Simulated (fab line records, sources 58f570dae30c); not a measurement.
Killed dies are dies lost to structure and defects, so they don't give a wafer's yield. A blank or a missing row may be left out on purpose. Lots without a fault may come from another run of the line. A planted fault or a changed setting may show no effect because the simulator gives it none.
fab line records | flow berkeley_cmos170
record lots=14 wafers=42 last_day=12
route steps=331 shown M2@284
lots that met no fault: from a run of the same line without faults
start_h: hours from the record's first day to the start of the lot's first wafer shown | wait_h: hours since the lot's step before | " the same as in the row above | L1.1+2: a row that stands for several wafers | - no value, or no start given | * or withheld: withheld | < > ~ a bound
route shown NAME@n: a module of which the file shows steps, and the number in the route of the first | usual: mean/standard deviation of fault-free wafers | same: alike in all rows | chamber/n: place in a boat | sites: the reading at each site | _std_site: their standard deviation | _edge_site: outer sites' mean less inner sites' | radius_mm: how far each site lies from the wafer's centre | mask NAME#n: copy n | behind: the tool/chamber that last shaped the wafer | hold: why the lot was held/for how many hours/how that ended | device: the transistor (n, p or np) that didn't switch | end of line: the same wafers' tests at the end of the route | a step without rows: its recipe alone | killed: dies lost to structure and defects at the first sort, not the wafer's yield | map: a wafer's dies, x killed, . not, _ none there
set.NAME: the setting as run; set.NAME@STEP: as run at that earlier step | model.NAME: the simulator's own value behind a step, which no gauge read
steps of the route over a sample of lots; a table a step, a row a wafer
## steps
# step UCB170_M2_PEB_13
# recipe peb_temp_c=130 peb_time_s=withheld resist=KrF
# usual chill_plate_temp_C=22.98/0.11
# columns lot.wafer tool chamber start_h wait_h chill_plate_temp_C
L261.1 litho_track-04 0 149.28 0.3 23.00
L261.2 " 0 " " 23.02
L261.4 " 0 " " 23.05
L260.1 litho_track-04 0 150.56 0.9 22.98
L260.2 " 0 " " 23.08
L260.5 " 0 " " 23.13
L263.2 litho_track-01 0 170.24 0.1 22.99
L263.4 " 0 " " 23.12
L263.6 " 0 " " 22.92
L265.1 litho_track-01 0 175.45 0.2 22.84
L265.4 " 0 " " 22.88
L265.5 " 0 " " 22.86
L270.3 litho_track-02 0 201.03 0.1 23.20
L270.4 " 0 " " 23.18
L270.5 " 0 " " 23.16
L269.1 litho_track-04 0 201.65 0.4 22.71
L269.3 " 0 " " 22.99
L269.5 " 0 " " 22.92
L272.1 litho_track-02 0 201.70 0.4 22.94
L272.4 " 0 " " 22.94
L272.5 " 0 " " 22.97
L268.1 litho_track-02 0 201.98 0.2 22.95
L268.3 " 0 " " 22.85
L268.4 " 0 " " 22.91
L276.2 litho_track-01 0 226.15 0.4 22.96
L276.3 " 0 " " 22.99
L276.4 " 0 " " 22.88
L275.4 litho_track-02 0 226.29 0.1 22.97
L275.5 " 0 " " 23.06
L275.6 " 0 " " 23.14
L277.1 litho_track-04 0 226.42 0.1 23.05
L277.3 " 0 " " 23.08
L277.5 " 0 " " 22.82
L279.3 litho_track-02 0 243.17 0.4 23.10
L279.4 " 0 " " 23.10
L279.5 " 0 " " 22.78
L280.2 litho_track-02 0 249.40 0.1 22.94
L280.3 " 0 " " 22.84
L280.5 " 0 " " 23.16
L283.1 litho_track-04 0 269.67 0.1 22.80
L283.4 " 0 " " 23.00
L283.5 " 0 " " 22.82
# step UCB170_M2_CD_MEAS_15
# recipe target_cd_nm=700
# usual cd_nm=699.8/1.5
# columns lot.wafer tool chamber start_h wait_h cd_nm
L261.1 cd_sem-02 - 149.56 - 699.3
L261.2 " - " " 698.8
L261.4 " - " " 700.1
L260.1 cd_sem-02 - 150.83 - 697.7
L260.2 " - " " 696.0
L260.5 " - " " 697.2
L263.2 cd_sem-02 - 170.51 - 701.1
L263.4 " - " " 701.6
L263.6 " - " " 700.6
L265.1 cd_sem-02 - 175.73 - 701.7
L265.4 " - " " 701.6
L265.5 " - " " 702.7
L270.3 cd_sem-02 - 201.29 - 702.1
L270.4 " - " " 701.3
L270.5 " - " " 702.6
L269.1 cd_sem-01 - 201.92 - 700.5
L269.3 " - " " 698.8
L269.5 " - " " 699.5
L272.1 cd_sem-02 - 202.02 - 697.8
L272.4 " - " " 698.4
L272.5 " - " " 699.4
L268.1 cd_sem-02 - 202.25 - 700.3
L268.3 " - " " 701.5
L268.4 " - " " 700.8
L276.2 cd_sem-02 - 226.42 - 699.7
L276.3 " - " " 699.2
L276.4 " - " " 700.1
L275.4 cd_sem-01 - 226.55 - 697.4
L275.5 " - " " 697.8
L275.6 " - " " 698.2
L277.1 cd_sem-02 - 226.70 - 698.5
L277.3 " - " " 700.4
L277.5 " - " " 700.1
L279.3 cd_sem-01 - 243.44 - 691.3
L279.4 " - " " 692.2
L279.5 " - " " 693.2
L280.2 cd_sem-02 - 249.67 - 692.7
L280.3 " - " " 691.8
L280.5 " - " " 691.1
L283.1 cd_sem-02 - 269.94 - 699.3
L283.4 " - " " 699.7
L283.5 " - " " 699.0
## key
first_sign step=UCB170_M2_CD_MEAS_15 reading=cd_nm direction=down sigmas=5.4 usual=699.8 struck=692.0
effect none on later readings
met_at UCB170_M2_PEB_13
struck_lots L279,L280
onset_between 226.29 243.17
fault kind=process_parameter_drift tool=litho_track-02 chamber=- onset_h=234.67 steps=UCB170_M2_PEB_13 channel=peb_time_s offset=withheld shape=step end_h=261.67 acts_in=*
